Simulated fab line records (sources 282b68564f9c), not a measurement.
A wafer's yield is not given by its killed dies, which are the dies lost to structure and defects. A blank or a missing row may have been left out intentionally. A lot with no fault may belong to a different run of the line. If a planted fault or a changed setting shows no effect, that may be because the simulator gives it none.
fab line records | flow rit-cmos
record lots=14 wafers=42 last-day=7
route steps=202 shown NWELL@29 PWELL@49 M1@202
lots with no fault: from the same line, run without faults
start-h: hours from the record's first day to the start of the lot's first wafer shown | wait-h: how many hours have passed since the lot's step before this one | " the same as in the row above | L1.1+2: a single row standing in for several wafers | - no value, or no start was given | * or withheld: withheld | < > ~ a bound
route shown NAME@n: NAME is a module with steps in the file, n the number in the route of the first one | usual: average and standard deviation across the fault-free wafers | same: alike in all rows | chamber/n: place in a boat | sites: readings site by site | _std_site: standard deviation of those values | _edge_site: mean of outer sites minus mean of inner sites | radius-mm: how far each site lies from the wafer's centre | mask NAME#n: copy n | behind: tool/chamber where the wafer was last shaped | hold: what put the lot on hold/how long, in hours/how the hold closed | device: the transistor (n, p or np) that didn't switch | end of line: tests run on the same wafers once the route is complete | a step without rows: its recipe alone | killed: not the wafer's yield, but the dies lost to structure and defects at the first sort | map: per-die view of a wafer (x killed, . not killed, _ where there is no die)
set.NAME: the setting the step ran with; set.NAME@STEP: the setting that earlier step ran with | model.NAME: the simulator's own value behind a step, which no gauge read
the route's steps for a sample of lots (tables are steps, rows are wafers)
## steps
# step RIT_NWELL_COAT_01
# recipe resist=NOVOLAK spin-rpm=2000 resist-thk-nm=1300
# usual chill-plate-temp-C=23.04/0.11 dispense-pressure-kPa=49/3.8
# columns lot.wafer tool chamber start-h wait-h chill-plate-temp-C dispense-pressure-kPa
L959.2 litho-track-03 0 21.25 0.1 22.95 50
L959.4 " 0 " " 23.26 50
L959.5 " 0 " " 23.02 50
L960.1 litho-track-02 0 26.07 0.1 23.07 52
L960.2 " 0 " " 22.92 52
L960.4 " 0 " " 22.89 52
L961.1 litho-track-03 0 31.36 0.1 22.90 50
L961.2 " 0 " " 23.12 50
L961.4 " 0 " " 23.17 50
L962.1 litho-track-04 0 37.55 0.1 23.17 43
L962.5 " 0 " " 23.09 43
L962.6 " 0 " " 23.03 43
L965.2 litho-track-02 0 52.08 0.1 22.91 52
L965.3 " 0 " " 23.13 52
L965.5 " 0 " " 23.09 52
L966.2 litho-track-04 0 57.02 0.1 23.07 43
L966.5 " 0 " " 23.00 43
L966.6 " 0 " " 23.09 43
L968.1 litho-track-03 0 66.45 0.1 22.92 50
L968.4 " 0 " " 22.92 50
L968.6 " 0 " " 23.04 50
L969.2 litho-track-02 - 72.06 0.1 - -
L969.3 " - " " - -
L969.4 " - " " - -
L970.1 litho-track-03 - 76.95 0.1 - -
L970.4 " - " " - -
L970.5 " - " " - -
L974.1 litho-track-04 0 96.75 0.1 23.13 43
L974.2 " 0 " " 23.25 43
L974.6 " 0 " " 23.36 43
L979.2 litho-track-04 0 122.57 0.1 22.93 43
L979.4 " 0 " " 23.03 43
L979.5 " 0 " " 22.87 43
L980.1 litho-track-02 0 125.48 0.1 22.92 52
L980.2 " 0 " " 23.00 52
L980.4 " 0 " " 22.93 52
L981.2 litho-track-02 0 131.42 0.1 22.98 52
L981.4 " 0 " " 22.92 52
L981.5 " 0 " " 23.05 52
L982.1 litho-track-02 0 136.55 0.1 22.93 52
L982.4 " 0 " " 22.98 52
L982.6 " 0 " " 22.97 52
# step RIT_NWELL_OVL_MEAS_06
# usual NWELL_OVL=-0.3/1.7
# columns lot.wafer tool chamber start-h wait-h NWELL_OVL[nm]
L959.2 overlay-02 - 21.96 - 1.8
L959.4 " - " " -0.8
L959.5 " - " " 1.2
L960.1 overlay-01 - 26.80 - -0.1
L960.2 " - " " 1.9
L960.4 " - " " 1.7
L961.1 overlay-02 - 32.09 - -1.0
L961.2 " - " " -1.3
L961.4 " - " " -1.2
L962.1 overlay-02 - 38.41 - -2.1
L962.5 " - " " -1.3
L962.6 " - " " -2.6
L965.2 overlay-02 - 52.92 - -2.2
L965.3 " - " " -0.6
L965.5 " - " " -2.3
L966.2 overlay-01 - 57.73 - -0.9
L966.5 " - " " -0.6
L966.6 " - " " -0.2
L968.1 overlay-01 - 67.31 - 1.8
L968.4 " - " " 0.3
L968.6 " - " " 1.2
L969.2 overlay-02 - 72.77 - -
L969.3 " - " " -
L969.4 " - " " -
L970.1 overlay-01 - 77.68 - -
L970.4 " - " " -
L970.5 " - " " -
L974.1 overlay-01 - 97.60 - 0.4
L974.2 " - " " 2.8
L974.6 " - " " 1.1
L979.2 overlay-01 - 123.34 - 0.4
L979.4 " - " " 0.3
L979.5 " - " " 0.6
L980.1 overlay-01 - 126.34 - 1.1
L980.2 " - " " 0.7
L980.4 " - " " 1.7
L981.2 overlay-01 - 132.26 - 1.0
L981.4 " - " " -0.7
L981.5 " - " " -2.4
L982.1 overlay-01 - 137.28 - 2.8
L982.4 " - " " 0.7
L982.6 " - " " 2.6
# step RIT_PWELL_TW_MEAS_10
# usual PWELL_TW=951/5.2
# columns lot.wafer tool chamber start-h wait-h PWELL_TW
L959.2 film-metro-01 - 24.13 0.1 952
L959.4 " - " " 951
L959.5 " - " " 952
L960.1 film-metro-02 - 29.11 0.1 959
L960.2 " - " " 950
L960.4 " - " " 953
L961.1 film-metro-01 - 34.37 0.1 953
L961.2 " - " " 954
L961.4 " - " " 956
L962.1 film-metro-01 - 40.70 0.1 956
L962.5 " - " " 952
L962.6 " - " " 953
L965.2 film-metro-04 - 55.08 0.1 938
L965.3 " - " " 945
L965.5 " - " " 943
L966.2 film-metro-04 - 59.90 0.1 937
L966.5 " - " " 946
L966.6 " - " " 943
L968.1 film-metro-01 - 69.53 0.1 956
L968.4 " - " " 953
L968.6 " - " " 956
L969.2 film-metro-02 - 75.07 0.1 2195
L969.3 " - " " 2189
L969.4 " - " " 2193
L970.1 film-metro-04 - 79.84 0.1 2184
L970.4 " - " " 2180
L970.5 " - " " 2176
L974.1 film-metro-01 - 99.89 0.1 951
L974.2 " - " " 948
L974.6 " - " " 949
L979.2 film-metro-01 - 125.63 0.1 953
L979.4 " - " " 952
L979.5 " - " " 946
L980.1 film-metro-04 - 128.62 0.1 960
L980.2 " - " " 955
L980.4 " - " " 952
L981.2 film-metro-04 - 134.55 0.1 958
L981.4 " - " " 960
L981.5 " - " " 956
L982.1 film-metro-04 - 139.57 0.1 960
L982.4 " - " " 955
L982.6 " - " " 956
# step RIT_M1_PROBE_99
# usual killed-at-contacts=0.1/0.3 killed-at-front-end=7/3.3 killed-dies=7/3.3 killed-on-rim=2.2/1.4 killed-open=3.8/2.3 killed-short=3.5/2.1
# same gross-dies=264 killed_at_M0_to_M3=0 killed_at_M4_up=0 killed-at-back-side=0 killed-at-other=0
# columns lot.wafer tool chamber start-h wait-h killed-at-contacts killed-at-front-end killed-dies killed-on-rim killed-open killed-short
L969.2 prober-01 - 109.85 0.1 0 264 264 70 5 4
L969.3 prober-01 - 109.90 0.2 1 263 264 70 4 4
L969.4 prober-01 - 109.95 0.2 0 264 264 70 1 2
L970.1 prober-01 - 116.18 0.1 0 264 264 70 10 2
L970.4 prober-01 - 116.33 0.2 0 264 264 70 8 8
L970.5 prober-01 - 116.38 0.2 1 263 264 70 3 3
# killed by level:class
L969.2 NWELL:area-expose=255 REOX:geometric-particle:short=4 FOX2:geometric-particle:open=2 GATE:geometric-particle:open=2 REOX:geometric-particle:open=1
L969.3 NWELL:area-expose=256 FOX1:geometric-particle:short=1 FOX1:geometric-particle:open=1 GATE:geometric-particle:short=1 GATE:geometric-particle:open=1 REOX:geometric-particle:open=1 REOX:geometric-particle:short=1 SILICIDE:geometric-particle:open=1
L969.4 NWELL:area-expose=261 FOX1:geometric-particle:short=2 FOX1:geometric-particle:open=1
L970.1 NWELL:area-expose=252 REOX:geometric-particle:open=3 SPACER:geometric-particle:open=3 FOX1:geometric-particle:open=2 FOX2:geometric-particle:short=1 GATE:geometric-particle:open=1 REOX:geometric-particle:short=1 SILICIDE:geometric-particle:open=1
L970.4 NWELL:area-expose=248 SILICIDE:geometric-particle:open=4 SPACER:geometric-particle:short=2 FOX2:geometric-particle:open=2 FOX2:geometric-particle:short=2 GATE:geometric-particle:short=2 GATE:geometric-particle:open=2 FOX1:geometric-particle:short=1
L970.5 NWELL:area-expose=258 FOX1:geometric-particle:short=1 GATE:geometric-particle:open=1 GATE:geometric-particle:short=1 SPACER:geometric-particle:open=1 SILICIDE:geometric-particle:short=1 CONTACT:geometric-particle:open=1
## key
first-sign step=RIT_NWELL_COAT_01 reading=tool-record direction=missing
effect step=RIT_NWELL_OVL_MEAS_06 reading=NWELL_OVL direction=missing
effect step=RIT_PWELL_TW_MEAS_10 reading=PWELL_TW direction=up sigmas=99+ usual=951 struck=2186
effect step=RIT_M1_PROBE_99 reading=killed-dies direction=up sigmas=78 usual=7 struck=264
more-kills-born-at RIT_NWELL_EXPOSE_03@iline-stepper-01=1530
met-at RIT_NWELL_COAT_01
struck-lots L969,L970
tester-left-out L969,L970
onset-between 66.45 72.06
fault kind=skipped-step-whole tool=litho-track-02,litho-track-03 chamber=- onset-h=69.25 steps=RIT_NWELL_COAT_01 scope=struck-lots-only
# tester-left-out: of these lots the tester's yield and bins aren't shown, on N5 and GAA mostly nor the transistor test; their killed dies are dies lost to structure and defects alone, not to doping, threshold or leakage, so they don't give the yield
